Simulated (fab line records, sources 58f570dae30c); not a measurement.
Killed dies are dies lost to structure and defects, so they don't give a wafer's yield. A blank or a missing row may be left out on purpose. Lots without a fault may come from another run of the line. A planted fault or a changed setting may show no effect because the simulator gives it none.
A struck lot beside a sound one | flow berkeley_cmos170 | 43 steps out of a route of 331
Sound: wafers L113.3, L113.4, L113.5. Struck: wafers L121.1, L121.2, L121.6. The cause comes at the end.
At each step with rows: each side's tool, then ch and its chambers, then its first start. Under that, the readings that differ: sound wafers | struck wafers | difference of the means | sigmas: that difference in standard deviations of wafers without a fault.
alike: readings whose means differ by less than 2 such deviations, and words and numbers that are the same on both sides. not compared: withheld readings, readings that some wafer has no value for, bounds like >300 that may hide the same value, and numbers for which the record gives no deviation and whose values overlap.
The two part at a step that has a row with sigmas, a row that says differs or no value, or rows on one side only. Numbers that don't overlap but have no deviation are shown without sigmas and don't part them. A reading that every wafer of one side lacks parts them only if that side has two wafers or more.

first, 1 step without rows for these wafers: UCB170_PLDD_IMPLANT_09.
UCB170_PLDD_STRIP_10: strips in O2.
  sound on plasma_asher-03 ch 0,1, day 7 02:05; struck on plasma_asher-04 ch 0,1, day 9 01:13
  reading                     | sound       | struck      | difference | sigmas
  drypump_motor_current_A (A) | 5.9 6.2 6.2 | 5.4 5.3 5.3 | -0.8       | -2
  alike: oes_product_au, strip_time_to_endpoint_s
  not compared: rf_hours_counter_h
UCB170_PLDD_TW_MEAS_11:
  sound on film_metro-01, day 7 02:10; struck on film_metro-03, day 9 01:19
  reading | sound       | struck         | difference | sigmas
  PLDD_TW | 996 994 996 | 1014 1007 1017 | +17        | +2
then, 7 steps without rows for these wafers: UCB170_PLDD_CLEAN_12 (cleans in SPM, time 600 s); UCB170_NLDD_HMDS_00 (prime time 60 s); UCB170_NLDD_COAT_01 (resist thk 900 nm); UCB170_NLDD_SOFTBAKE_02 (time 60 s); UCB170_NLDD_EXPOSE_03 (exposes mask NSELECT, target cd 1200 nm); UCB170_NLDD_PEB_04; UCB170_NLDD_DEVELOP_05 (develop time 45 s).
UCB170_NLDD_CD_MEAS_06: target cd 1200 nm.
  sound on cd_sem-01, day 7 03:32; struck on cd_sem-01, day 9 02:32
  alike: cd_nm
UCB170_NLDD_OVL_MEAS_07:
  sound on overlay-01, day 7 03:38; struck on overlay-02, day 9 02:40
  alike: NLDD_OVL
UCB170_NLDD_IMPLANT_08:
  sound on implanter-04 ch 0, day 7 03:42; struck on implanter-04 ch 0, day 9 02:42
  reading            | sound                        | struck                       | difference | sigmas
  dose_ions_cm2      | 5.003e+13 5.01e+13 5.006e+13 | 3.356e+13 3.35e+13 3.356e+13 | -1.652e+13 | -99 or more
  faraday_current_uA | 162 158 155                  | 107 105 105                  | -53        | -16
then, 1 step without rows for these wafers: UCB170_NLDD_IMPLANT_09.
UCB170_NLDD_STRIP_10: strips in O2.
  sound on plasma_asher-02 ch 0,1, day 7 03:59; struck on plasma_asher-03 ch 0,1, day 9 03:00
  alike: drypump_motor_current_A, oes_product_au, strip_time_to_endpoint_s
  not compared: rf_hours_counter_h
UCB170_NLDD_TW_MEAS_11:
  sound on film_metro-03, day 7 04:04; struck on film_metro-02, day 9 03:20
  reading | sound          | struck         | difference | sigmas
  NLDD_TW | 2219 2219 2223 | 2109 2107 2114 | -110       | -7
  not compared: hold
UCB170_SPACER_CVD_00: deposits SiO2 from TEOS/O2, target thk 376 nm, time 47 s.
  sound on pecvd-02 ch 1,2, day 7 04:19; struck on pecvd-01 ch 1,2, day 9 04:53
  alike: heater_power_w
UCB170_SPACER_THK_MEAS_01:
  sound on film_metro-01, day 7 04:23; struck on film_metro-03, day 9 04:56
  alike: SPACER_TEOS_THK
then, 1 step without rows for these wafers: UCB170_SPACER_ANNEAL_02 (time 1800 s).
UCB170_SPACER_ETCHBACK_03: etches SiO2 in CHF3/CF4/Ar, stops on Si, target depth 376 nm, time 100 s.
  sound on rie_diel-02 ch 1,2,3, day 7 10:13; struck on rie_diel-03 ch 1,2, day 9 15:55
  alike: drypump_motor_current_A, oes_product_au, throttle_valve_pct
  not compared: rf_hours_counter_h
then, 6 steps without rows for these wafers: UCB170_PSD_HMDS_00 (prime time 60 s); UCB170_PSD_COAT_01 (resist thk 900 nm); UCB170_PSD_SOFTBAKE_02 (time 60 s); UCB170_PSD_EXPOSE_03 (exposes mask PSELECT MOD, target cd 1200 nm); UCB170_PSD_PEB_04; UCB170_PSD_DEVELOP_05 (develop time 45 s).
UCB170_PSD_CD_MEAS_06: target cd 1200 nm.
  sound on cd_sem-02, day 7 11:27; struck on cd_sem-02, day 9 16:56
  alike: cd_nm
UCB170_PSD_OVL_MEAS_07:
  sound on overlay-02, day 7 11:32; struck on overlay-02, day 9 17:04
  alike: PSD_OVL
then, 1 step without rows for these wafers: UCB170_PSD_IMPLANT_08.
UCB170_PSD_STRIP_09: strips in O2.
  sound on plasma_asher-02 ch 0,1, day 7 11:45; struck on plasma_asher-03 ch 0,1, day 9 17:15
  alike: drypump_motor_current_A, oes_product_au, strip_time_to_endpoint_s
  not compared: rf_hours_counter_h
UCB170_PSD_TW_MEAS_10:
  sound on film_metro-02, day 7 11:50; struck on film_metro-02, day 9 17:21
  alike: PSD_TW
then, 7 steps without rows for these wafers: UCB170_PSD_CLEAN_11 (cleans in SPM, time 600 s); UCB170_NSD_HMDS_00 (prime time 60 s); UCB170_NSD_COAT_01 (resist thk 900 nm); UCB170_NSD_SOFTBAKE_02 (time 60 s); UCB170_NSD_EXPOSE_03 (exposes mask NSELECT MOD, target cd 1200 nm); UCB170_NSD_PEB_04; UCB170_NSD_DEVELOP_05 (develop time 45 s).
UCB170_NSD_CD_MEAS_06: target cd 1200 nm.
  sound on cd_sem-02, day 7 14:05; struck on cd_sem-01, day 9 20:20
  alike: cd_nm
UCB170_NSD_OVL_MEAS_07:
  sound on overlay-02, day 7 14:10; struck on overlay-02, day 9 20:27
  alike: NSD_OVL
then, 1 step without rows for these wafers: UCB170_NSD_IMPLANT_08.
UCB170_SDANNEAL_RS_MEAS_05: measures by four-point-probe.
  sound on film_metro-02, day 7 15:56; struck on film_metro-02, day 9 22:42
  reading          | sound             | struck            | difference | sigmas
  NLDD_RS (ohm/sq) | 615.1 614.2 614.9 | 696.2 693.7 695.3 | +80.3      | +47
  not compared: hold
UCB170_M3_PROBE_99:
  the record has rows for the sound wafers here (prober-01, day 8 14:49) and none for the struck ones

WHERE THEY PART
First at UCB170_PLDD_STRIP_10; last, within this record, at UCB170_M3_PROBE_99.

WHY: what the simulator had put in
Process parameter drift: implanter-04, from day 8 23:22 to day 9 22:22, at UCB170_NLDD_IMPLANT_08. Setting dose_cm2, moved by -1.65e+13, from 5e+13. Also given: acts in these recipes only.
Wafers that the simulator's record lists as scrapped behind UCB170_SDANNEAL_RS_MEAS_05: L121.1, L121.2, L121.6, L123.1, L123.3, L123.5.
